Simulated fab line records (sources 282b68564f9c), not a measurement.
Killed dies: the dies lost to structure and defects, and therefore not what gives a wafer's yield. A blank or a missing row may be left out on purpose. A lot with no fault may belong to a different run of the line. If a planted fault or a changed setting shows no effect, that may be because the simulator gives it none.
2 desks, one fault + flow rit-cmos + what lay behind the numbers comes last; until then each desk has only its own

FROM THE METROLOGY DESK
Means of the sampled wafers that have a number, per lot and without regard to the tool the lot ran on: this is what the gauges read. The brackets show how far a lot's mean lies from the usual mean; more than 4 standard deviations puts the lot out of limits, marked OUT.
Columns: A = GATE_OXIDE_THK at RIT_GATE_THK_MEAS_07, usual 2.97 nm; B = GATE_POLY_THK at RIT_GATE_THK_MEAS_09, usual 249.9 nm; C = cd-nm at RIT_GATE_CD_MEAS_16, usual 150.4 nm; D = GATE_OVL at RIT_GATE_OVL_MEAS_17, usual -0.1 nm
| lot  | first seen here | A    | B     | C     | D    |
|------|-----------------|------|-------|-------|------|
| L223 | day 2 19:23     | 3.03 | 246.7 | 150.5 | -0.5 |
| L227 | day 3 11:40     | 2.99 | 250.1 | 150.5 | -0.2 |
| L234 | day 5 00:07     | 3.05 | 250.9 | 150.7 | -0.9 |
| L236 | day 5 09:38     | 3.00 | 252.2 | 151.0 | -0.2 |
| L238 | day 5 19:35     | 3.02 | 250.3 | 149.1 | 1.5  |
| L245 | day 7 06:13     | 3.02 | 244.5 | 150.5 | -1.8 |
Finding of this desk: none of the 6 lots has anything out of limits.

TOOL OWNER'S DESK, rie-si-01
The tool's own readings at RIT_GATE_ETCH_19 (etches poly-Si in SF6/CHF3/O2, stops on SiO2, time 165 s, target depth 312.5 nm): means of the sampled wafers that have a number, for each lot that ran on this tool. The brackets show how far a lot's mean lies from the usual mean; more than 4 standard deviations puts the lot out of limits, marked OUT.
Columns: A = drypump-motor-current-A at RIT_GATE_ETCH_19, usual 5.8 A; B = oes-product-au at RIT_GATE_ETCH_19, usual 0.851 a.u.; C = throttle-valve-pct at RIT_GATE_ETCH_19, usual 10.18 %
| lot  | first seen here | A   | B                | C     |
|------|-----------------|-----|------------------|-------|
| L234 | day 5 03:14     | 5.5 | 0.851            | 10.17 |
| L236 | day 5 12:38     | 5.8 | 0.800 (-4.3) OUT | 10.10 |
| L238 | day 5 22:37     | 5.5 | 0.797 (-4.5) OUT | 10.38 |
This desk finds L236, L238 out of limits, L236 being first, at day 5 12:38 (oes-product-au at RIT_GATE_ETCH_19). In limits: L234.

TAKEN TOGETHER
At day 5 12:38, on L236, L238, the tool owner's desk was in a position to raise an alarm.
Nothing out of limits was seen by the metrology desk.
The metrology desk has L236, L238 on record, within its limits.
RIT_GATE_ETCH_19 was run on rie-si-01 by each of the lots named.

WHAT WAS PUT IN BY THE SIMULATOR
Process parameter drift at RIT_GATE_ETCH_19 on rie-si-01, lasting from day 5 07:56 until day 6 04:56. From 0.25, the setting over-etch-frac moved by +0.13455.
Lots struck among those shown: L236, L238.
Delay in hours, fault start to first out-of-limits reading, by desk: the tool owner's desk at 5.
